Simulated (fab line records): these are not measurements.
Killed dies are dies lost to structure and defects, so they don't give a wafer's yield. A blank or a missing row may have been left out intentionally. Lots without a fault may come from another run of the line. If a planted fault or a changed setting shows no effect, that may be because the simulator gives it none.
A struck lot beside a sound one | flow berkeley-cmos170 | 44 out of 331 route steps
Sound: these wafers, L612.3, L612.4, L612.5. Wafers struck: L608.2, L608.3, L608.5. At the end, the cause is stated.
Each step with rows lists, per side, the tool, then ch with its chambers, then its first start. Under that, the readings that differ: sound wafers | struck wafers | difference of the means | sigmas: that difference in standard deviations of wafers without a fault.
alike: same words and numbers on both sides, and readings whose means sit less than 2 such deviations apart. not compared: any withheld reading, any reading some wafer has no value for, any bound like >300 that may hide the same value, and any number with overlapping values for which the record gives no deviation.
Wherever a step has rows on one side only, a row that says differs or no value, or a row with sigmas, the two part there. Numbers that have no deviation but don't overlap get no sigmas and don't part them. A reading that every wafer of one side lacks parts them only if that side has two wafers or more.

first, 6 steps without rows for these wafers: UCB170_V1_HMDS_06 (prime time 60 s); UCB170_V1_COAT_07 (resist thk 900 nm); UCB170_V1_SOFTBAKE_08 (time 60 s); UCB170_V1_EXPOSE_09 (exposes mask VIA1, target cd 700 nm); UCB170_V1_PEB_10; UCB170_V1_DEVELOP_11 (develop time 45 s).
UCB170_V1_CD_MEAS_12 targets a cd of 700 nm.
  sound: cd-sem-01 at day 12 08:44; struck: cd-sem-02 at day 11 20:29
  alike: cd-nm
UCB170_V1_OVL_MEAS_13:
  sound: overlay-01 at day 12 08:49; struck: overlay-02 at day 11 20:36
  alike: V1_OVL
then, 2 steps without rows for these wafers: UCB170_V1_ETCH_14 (etches SiO2 in CHF3/CF4/Ar, stops on Al, target depth 1250 nm, time 291 s); UCB170_V1_STRIP_15 (strips in O2).
UCB170_V1_CD_MEAS_90 targets a cd of 700 nm.
  sound: cd-sem-01 at day 12 09:10; struck: cd-sem-01 at day 11 20:55
  alike: cd-nm
then, 1 step without rows for these wafers: UCB170_M2_PRE_CLEAN_00 (preclean etch time 60 s).
UCB170_M2_SPUTTER_01: material Al, target thk 900 nm, time 120 s.
  sound: pvd-sputter-01 at day 12 09:19; struck: pvd-sputter-04 at day 11 21:05
  reading                               | sound           | struck            | difference | sigmas
  model.Al_of_M2_SPUTTER_01.thk-nm (nm) | 907.9 910 910.6 | 264.2 260.1 253.3 | -650.3     |
  alike: throttle-valve-pct
UCB170_M2_RS_MEAS_02: measurement is done with a four-point probe.
  sound: film-metro-02 at day 12 09:26; struck: film-metro-02 at day 11 21:11
  reading           | sound                | struck               | difference | sigmas
  M2_AL_RS (ohm/sq) | 0.0319 0.0318 0.0318 | 0.1128 0.1148 0.1179 | +0.0833    | +99 or more
UCB170_M2_THK_MEAS_03: measures by xrf.
  sound: film-metro-02 at day 12 09:32; struck: film-metro-02 at day 11 21:18
  reading        | sound       | struck      | difference | sigmas
  M2_AL_THK (nm) | 922 925 929 | 269 266 258 | -661       | -55
then, 3 steps without rows for these wafers: UCB170_M2_HMDS_04 (prime time 60 s); UCB170_M2_COAT_05 (resist thk 900 nm); UCB170_M2_SOFTBAKE_06 (time 60 s).
UCB170_M2_STRIP_07: strips in O2.
  sound on plasma-asher-02 ch 0,1, day 12 10:41; struck on plasma-asher-02 ch 1, day 11 22:06
  alike: drypump-motor-current-A, oes-product-au, strip-time-to-endpoint-s
  not compared: rf-hours-counter-h
then, 7 steps without rows for these wafers: UCB170_M2_STRIP_08 (strips KrF in DMSO, time 600 s); UCB170_M2_COAT_09; UCB170_M2_COAT_10 (resist thk 900 nm); UCB170_M2_SOFTBAKE_11 (time 60 s); UCB170_M2_EXPOSE_12 (exposes mask METAL2, target cd 700 nm); UCB170_M2_PEB_13; UCB170_M2_DEVELOP_14 (develop time 45 s).
UCB170_M2_CD_MEAS_15 targets a cd of 700 nm.
  sound: cd-sem-01 at day 12 12:28; struck: cd-sem-02 at day 11 23:31
  alike: cd-nm
UCB170_M2_OVL_MEAS_16:
  sound: overlay-02 at day 12 12:33; struck: overlay-02 at day 11 23:37
  alike: M2_OVL
UCB170_M2_ETCH_17: etches BARC in N2/H2.
  sound on rie-diel-04 ch 0,1,3, day 12 12:35; struck on rie-diel-01 ch 0,1,3, day 11 23:38
  alike: drypump-motor-current-A, h2-flow-sccm, oes-product-au, throttle-valve-pct
UCB170_M2_METAL_ETCH_18: etches Al in Cl2/BCl3, stops on SiO2, target depth 1170 nm, time 195 s.
  sound on rie-metal-01 ch 0,1, day 12 12:41; struck on rie-metal-01 ch 0,1, day 11 23:41
  reading               | sound             | struck            | difference | sigmas
  oes-product-au (a.u.) | 0.849 0.887 0.876 | 0.534 0.505 0.529 | -0.348     | -22
  alike: drypump-motor-current-A, mfc-cl2-sccm, throttle-valve-pct
  not compared: rf-hours-counter-h
UCB170_M2_STRIP_19: strips in O2.
  sound on plasma-asher-02 ch 0,1, day 12 12:50; struck on plasma-asher-02 ch 0,1, day 11 23:52
  alike: drypump-motor-current-A, oes-product-au
  not compared: rf-hours-counter-h
UCB170_M2_CD_MEAS_90 targets a cd of 700 nm.
  sound: cd-sem-02 at day 12 12:57; struck: cd-sem-01 at day 11 23:59
  alike: cd-nm
UCB170_V2_CVD_00: deposits SiO2 from TEOS/O2, target thk 2000 nm, time 250 s.
  sound on pecvd-02 ch 0,2, day 12 13:02; struck on pecvd-01 ch 0,2, day 12 00:05
  alike: heater-power-w
UCB170_V2_THK_MEAS_01:
  sound: film-metro-03 at day 12 13:12; struck: film-metro-02 at day 12 00:20
  alike: V2_TEOS_THK
UCB170_V2_CMP_02: polishes SiO2.
  sound on cmp-01 ch 0,3, day 12 13:14; struck on cmp-02 ch 1,2,3, day 12 00:23
  alike: motor-current-A, slurry-filter-dp-kPa
UCB170_V2_BOW_MEAS_03:
  sound: film-metro-03 at day 12 13:35; struck: film-metro-03 at day 12 00:42
  alike: V2_BOW
UCB170_V2_THK_MEAS_04:
  sound: film-metro-03 at day 12 13:41; struck: film-metro-03 at day 12 00:49
  alike: V2_POLISHED_THK
then, 5 steps without rows for these wafers: UCB170_V2_CLEAN_05 (cleans in DIW); UCB170_V2_HMDS_06 (prime time 60 s); UCB170_V2_COAT_07 (resist thk 900 nm); UCB170_V2_SOFTBAKE_08 (time 60 s); UCB170_V2_EXPOSE_09 (exposes mask VIA2, target cd 700 nm).
UCB170_V2_ETCH_14: etches SiO2 in CHF3/CF4/Ar, stops on Al, target depth 1250 nm, time 291 s.
  sound on rie-diel-02 ch 0,2,3, day 12 15:01; struck on rie-diel-01 ch 0,1,2, day 12 02:41
  reading                               | sound           | struck            | difference | sigmas
  model.Al_of_M2_SPUTTER_01.thk-nm (nm) | 907.9 910 910.6 | 264.2 259.9 253.3 | -650.4     |
  alike: drypump-motor-current-A, oes-product-au, throttle-valve-pct
  not compared: rf-hours-counter-h
UCB170_M3_PROBE_99:
  sound: prober-02 at day 12 19:53; struck: prober-02 at day 12 05:46
  reading                                 | sound                     | struck                     | difference | sigmas
  model.etest.antenna-m2.gate-log10-a-cm2 | -7.595 -7.584 -7.708      | -6.212 -6.475 -6.872       | +1.109     |
  model.etest.antenna-m2.vt-shift-v (V)   | -0.0152 -0.01171 -0.01011 | -0.02837 -0.02789 -0.02913 | -0.01612   |

## WHERE THEY PART
Last at UCB170_M2_METAL_ETCH_18 as far as this record goes, first at UCB170_M2_RS_MEAS_02. Later steps at which nothing parts them and some readings are alike: UCB170_M2_STRIP_19, UCB170_M2_CD_MEAS_90, UCB170_V2_CVD_00, UCB170_V2_THK_MEAS_01, UCB170_V2_CMP_02, UCB170_V2_BOW_MEAS_03, UCB170_V2_THK_MEAS_04, UCB170_V2_ETCH_14.

WHY: the cause the simulator had injected
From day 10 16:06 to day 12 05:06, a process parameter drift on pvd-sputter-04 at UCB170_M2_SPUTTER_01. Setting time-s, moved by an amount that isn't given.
